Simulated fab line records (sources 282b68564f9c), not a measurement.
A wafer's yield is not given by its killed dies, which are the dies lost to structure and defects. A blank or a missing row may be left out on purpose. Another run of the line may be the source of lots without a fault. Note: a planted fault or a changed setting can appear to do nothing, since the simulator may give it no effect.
A lot that was struck, set against a sound lot	flow rit cmos	15 out of 202 route steps
Sound: the wafers L463.3, L463.4, L463.6. The struck wafers were L476.3, L476.5, L476.6. Last of all comes the cause.
For every step that has rows: the tool of each side, followed by ch and its chambers, followed by its first start. Under that, the readings that differ: sound wafers	struck wafers	difference of the means	sigmas: that difference in standard deviations of wafers without a fault.
alike: same words and numbers on both sides, and readings whose means sit less than 2 such deviations apart. not compared: any withheld reading, any reading some wafer has no value for, any bound like >300 that may hide the same value, and any number with overlapping values for which the record gives no deviation.
Wherever a step has rows on one side only, a row that says differs or no value, or a row with sigmas, the two part there. Numbers that don't overlap but have no deviation are shown without sigmas and don't part them. A reading missing from all wafers of one side parts the sides only when that side holds two or more wafers.

first, 2 steps without rows for these wafers: RIT_NRETRO_PEB_04; RIT_NRETRO_DEVELOP_05 (develop time 68 s).
RIT_NRETRO_OVL_MEAS_06:
  struck on overlay-02, day 6 07:26; sound on overlay-01, day 3 08:44
  alike: NRETRO_OVL
then, 2 steps without rows for these wafers: RIT_NRETRO_HARDBAKE_07 (time 120 s); RIT_NRETRO_IMPLANT_08.
RIT_NRETRO_STRIP_09: strips in O2, time 180 s.
  sound on plasma asher-04 ch 0,1, day 3 09:13; struck on plasma asher-03 ch 0,1, day 6 07:55
  alike: drypump motor current A, o2 flow sccm
  not compared: rf hours counter h
RIT_NRETRO_TW_MEAS_10:
  struck on film metro-01, day 6 08:03; sound on film metro-01, day 3 09:21
  alike: NRETRO_TW
then, 5 steps without rows for these wafers: RIT_PRETRO_HMDS_00 (prime time 60 s); RIT_PRETRO_COAT_01 (resist thk 1300 nm); RIT_PRETRO_SOFTBAKE_02 (time 60 s); RIT_PRETRO_EXPOSE_03 (exposes mask M5, target cd 43700 nm); RIT_PRETRO_PEB_04.
RIT_PRETRO_DEVELOP_05: develop time 68 s.
  sound on litho track-03 ch 0, day 3 10:00; struck on litho track-03 ch 0, day 6 08:00
reading	sound	struck	difference	sigmas
developer temp C (C)	22.99 22.99 22.98	23.87 23.90 23.88	+0.90	+8
RIT_PRETRO_OVL_MEAS_06:
  struck on overlay-01, day 6 09:05; sound on overlay-02, day 3 10:25
reading	sound	struck	difference	sigmas
PRETRO_OVL (nm)	2.9 2.1 2.5	-1.7 -0.4 0.4	-3.1	-2
RIT_M1_PROBE_99:
  struck on prober-01, day 7 21:52; sound on prober-02, day 4 15:28
reading	sound	struck	difference	sigmas
killed on rim	3 4 3	0 0 1	-3	-2
  alike: killed at front end, killed dies, killed open, killed short

## WHERE THEY PART
At RIT_PRETRO_DEVELOP_05 first; at RIT_M1_PROBE_99 last (within this record only).

WHY: what had been put in by the simulator
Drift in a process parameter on litho track-03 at RIT_PRETRO_DEVELOP_05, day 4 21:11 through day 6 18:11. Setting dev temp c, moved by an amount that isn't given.
